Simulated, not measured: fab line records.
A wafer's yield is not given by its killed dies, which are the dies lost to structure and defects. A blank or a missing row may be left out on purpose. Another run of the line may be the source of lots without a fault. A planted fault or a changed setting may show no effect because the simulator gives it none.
Which tool was responsible? ; flow berkeley_cmos170 ; 14 lots, 42 wafers sampled, at 6 steps of a route of 331

WHAT EACH GAUGE READ, for each wafer
UCB170_ACTIVE_CD_MEAS_90: the cd target is 1200 nm.
lot;measured;on;cd_nm (nm)
L513;day 4 15:23;cd_sem-01;1199.6 1198.4 1198.5
L514;day 5 08:20;cd_sem-02;1199.5 1199.7 1200.5
L516;day 5 08:33;cd_sem-01;1201.3 1200.2 1199.9
L519;day 5 14:18;cd_sem-01;1200.0 1199.9 1199.7
L518;day 5 14:34;cd_sem-01;1199.7 1199.2 1199.4
L520;day 5 22:02;cd_sem-01;1199.2 1197.6 1199.0
L523;day 6 21:23;cd_sem-01;1200.3 1200.3 1199.4
L522;day 6 22:20;cd_sem-01;1200.4 1199.9 1200.5
L525;day 7 03:49;cd_sem-01;1200.0 1199.4 1200.0
L526;day 7 04:04;cd_sem-01;1199.8 1201.3 1199.1
L524;day 7 04:38;cd_sem-02;1200.4 1199.1 1199.6
L527;day 7 13:30;cd_sem-01;1200.7 1200.2 1201.7
L529;day 8 04:38;cd_sem-01;1198.8 1201.2 1199.7
L534;day 9 15:55;cd_sem-01;1202.3 1202.9 1201.9

UCB170_NSD_CD_MEAS_06: the cd target is 1200 nm.
lot;measured;on;cd_nm (nm)
L513;day 8 03:58;cd_sem-02;1201.5 1200.2 1200.9
L514;day 8 16:05;cd_sem-02;1199.6 1198.8 1199.9
L516;day 8 15:52;cd_sem-01;1199.2 1197.6 1200.3
L519;day 8 16:38;cd_sem-01;1199.9 1199.8 1199.8
L518;day 8 16:20;cd_sem-02;1198.2 1200.3 1200.0
L520;day 9 06:29;cd_sem-01;1200.2 1199.4 1198.9
L523;day 10 02:44;cd_sem-01;1198.5 1199.5 1198.2
L522;day 10 02:26;cd_sem-02;1199.3 1199.3 1200.1
L525;day 10 14:29;cd_sem-01;1200.3 1200.8 1199.8
L526;day 10 14:05;cd_sem-01;1201.6 1199.7 1200.9
L524;day 10 13:59;cd_sem-01;1198.4 1199.0 1199.3
L527;day 10 14:16;cd_sem-01;1200.6 1198.8 1198.8
L529;day 11 15:26;cd_sem-01;1192.2 1192.2 1192.7
L534;day 13 02:26;cd_sem-02;1192.8 1193.6 1193.1

UCB170_CONTACT_CD_MEAS_90: the cd target is 700 nm.
lot;measured;on;cd_nm (nm)
L513;day 8 11:50;cd_sem-02;701.1 700.8 702.8
L514;day 9 01:01;cd_sem-01;701.6 701.9 701.7
L516;day 8 22:46;cd_sem-01;699.4 698.7 702.1
L519;day 9 01:44;cd_sem-02;701.4 699.5 700.8
L518;day 9 01:15;cd_sem-01;699.6 699.6 700.0
L520;day 9 14:38;cd_sem-01;698.2 699.5 698.8
L523;day 10 10:06;cd_sem-01;698.8 698.8 698.8
L522;day 10 09:32;cd_sem-01;701.7 698.9 699.7
L525;day 10 23:46;cd_sem-01;698.8 699.7 696.8
L526;day 10 20:56;cd_sem-01;700.5 700.5 699.1
L524;day 10 20:43;cd_sem-01;699.3 699.6 697.3
L527;day 11 00:38;cd_sem-01;698.3 700.8 699.6
L529;day 12 00:53;cd_sem-01;701.8 702.1 702.9
L534;day 13 10:30;cd_sem-02;699.4 698.5 699.6

UCB170_M3_BOW_MEAS_20.
lot;measured;on;M3_BOW (um)
L513;day 9 03:19;film_metro-01;42 33 44
L514;day 9 17:59;film_metro-01;40 26 45
L516;day 9 15:26;film_metro-04;39 38 39
L519;day 9 18:13;film_metro-04;32 45 34
L518;day 9 18:43;film_metro-04;36 35 36
L520;day 10 05:14;film_metro-01;35 33 31
L523;day 11 05:35;film_metro-01;38 21 44
L522;day 11 04:14;film_metro-01;37 30 39
L525;day 11 14:53;film_metro-02;34 21 31
L526;day 11 14:37;film_metro-01;28 25 42
L524;day 11 11:38;film_metro-04;33 26 51
L527;day 11 17:53;film_metro-04;30 37 21
L529;day 12 16:38;film_metro-04;36 43 33
L534;day 14 02:59;film_metro-04;30 32 41

EACH LOT AND THE TOOL THAT RAN IT (in order: tool; ch and the chambers of the sampled wafers; start)
lot;UCB170_NSD_COAT_01;UCB170_NSD_STRIP_09
L513;litho_track-03 ch 0, day 8 02:40;plasma_asher-03 ch 0,1, day 8 04:16
L514;litho_track-02 ch 0, day 8 14:52;plasma_asher-01 ch 0,1, day 8 16:22
L516;litho_track-01 ch 0, day 8 14:35;plasma_asher-02 ch 0,1, day 8 16:11
L519;litho_track-03 ch 0, day 8 15:45;plasma_asher-01 ch 0, day 8 16:55
L518;litho_track-02 ch 0, day 8 15:21;plasma_asher-03 ch 0,1, day 8 16:38
L520;litho_track-02 ch 0, day 9 05:46;plasma_asher-01 ch 0,1, day 9 06:47
L523;litho_track-01 ch 0, day 10 01:43;plasma_asher-02 ch 0,1, day 10 03:02
L522;litho_track-03 ch 0, day 10 01:19;plasma_asher-03 ch 0,1, day 10 02:44
L525;litho_track-03 ch 0, day 10 13:21;plasma_asher-03 ch 0,1, day 10 14:47
L526;litho_track-02 ch 0, day 10 12:49;plasma_asher-01 ch 0,1, day 10 14:26
L524;litho_track-01 ch 0, day 10 12:47;plasma_asher-02 ch 0,1, day 10 14:17
L527;litho_track-02 ch 0, day 10 13:20;plasma_asher-02 ch 0,1, day 10 14:33
L529;litho_track-02 ch 0, day 11 14:35;plasma_asher-01 ch 0,1, day 11 15:44
L534;litho_track-02 ch 0, day 13 01:37;plasma_asher-03 ch 0,1, day 13 02:43
- UCB170_NSD_COAT_01: resist thk 900 nm.
- UCB170_NSD_STRIP_09: strips in O2.

WHAT THE TOOLS THEMSELVES READ (means of the sampled wafers that have a number; where no wafer has one, the mark that the record gives instead)
UCB170_NSD_COAT_01.
lot;tool;exhaust_pa (Pa);spin_speed_rpm (rpm)
L513;litho_track-03;44.9;1500.0
L514;litho_track-02;45.4;1500.2
L516;litho_track-01;46.5;1500.1
L519;litho_track-03;47.1;1499.5
L518;litho_track-02;44.8;1500.1
L520;litho_track-02;44.7;1500.1
L523;litho_track-01;45.4;1500.2
L522;litho_track-03;45.6;1499.5
L525;litho_track-03;45.8;1499.3
L526;litho_track-02;45.6;1499.9
L524;litho_track-01;45.5;1499.0
L527;litho_track-02;44.6;1500.8
L529;litho_track-02;44.7;1085.1
L534;litho_track-02;44.7;1085.7

UCB170_NSD_STRIP_09.
lot;tool;drypump_motor_current_A (A);oes_product_au (a.u.);strip_time_to_endpoint_s (s)
L513;plasma_asher-03;5.7;0.533;35.66
L514;plasma_asher-01;5.9;0.534;35.69
L516;plasma_asher-02;5.8;0.533;35.81
L519;plasma_asher-01;5.3;0.535;35.81
L518;plasma_asher-03;5.7;0.532;35.73
L520;plasma_asher-01;5.6;0.533;35.82
L523;plasma_asher-02;5.8;0.537;35.86
L522;plasma_asher-03;5.7;0.532;35.77
L525;plasma_asher-03;5.7;0.535;35.89
L526;plasma_asher-01;5.9;0.530;35.77
L524;plasma_asher-02;5.8;0.536;35.82
L527;plasma_asher-02;5.5;0.534;35.78
L529;plasma_asher-01;5.9;0.555;39.73
L534;plasma_asher-03;5.7;0.557;39.55

THE ANSWER, worked out from the rows above alone
Rule: what is usual is taken from the lots themselves. Put in order of their means at a reading, lots are off if they are a third of the lots or fewer, leave a main group of 4 or more, and stand apart from it by a gap of 3 or more times the standard deviation of the main group's means; of several such gaps the widest counts. If all means in a main group match to the digits the tables above print for the reading, that group is not used. Also off: a lot with no number at a reading for which 4 or more lots have one. Any other lot the step has rows for is counted as sound. After the gauges, taken in route order, come the tools' own readings; for these a lot's mean is taken, as printed above. The first step at which some lot is off is used, and at that step the reading that is off furthest; a lot without a number counts as furthest.
Off at UCB170_NSD_CD_MEAS_06 (cd_nm): L529, L534. For the main group the mean is 1199.7 nm and the standard deviation 0.65.
If a tool, at a process step before that reading, ran all the lots that are off and no sound lot after the first of them, it fits. Not tried: the gauges at UCB170_NSD_CD_MEAS_06; whatever is off there is also off at UCB170_NSD_COAT_01, on other tools, and gauge error can't account for it. One fits: litho_track-02 at UCB170_NSD_COAT_01. A fault onset in the window from L527 (day 10 13:20, its last sound lot) to L529 (day 11 14:35, its first lot off) fits.
On the lots that are off, the tool's own readings at UCB170_NSD_COAT_01 differ by more than 5 times the standard deviation of the sound lots' means, which bears it out; spin_speed_rpm reads 1085.4 rpm there versus 1499.9 rpm on the sound lots.

WHAT HAD BEEN PUT IN BY THE SIMULATOR
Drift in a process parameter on litho_track-02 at UCB170_NSD_COAT_01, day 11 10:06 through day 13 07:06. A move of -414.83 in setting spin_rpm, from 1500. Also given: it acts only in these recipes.
Struck lots among those shown: L529, L534. Same finding as the rule above.
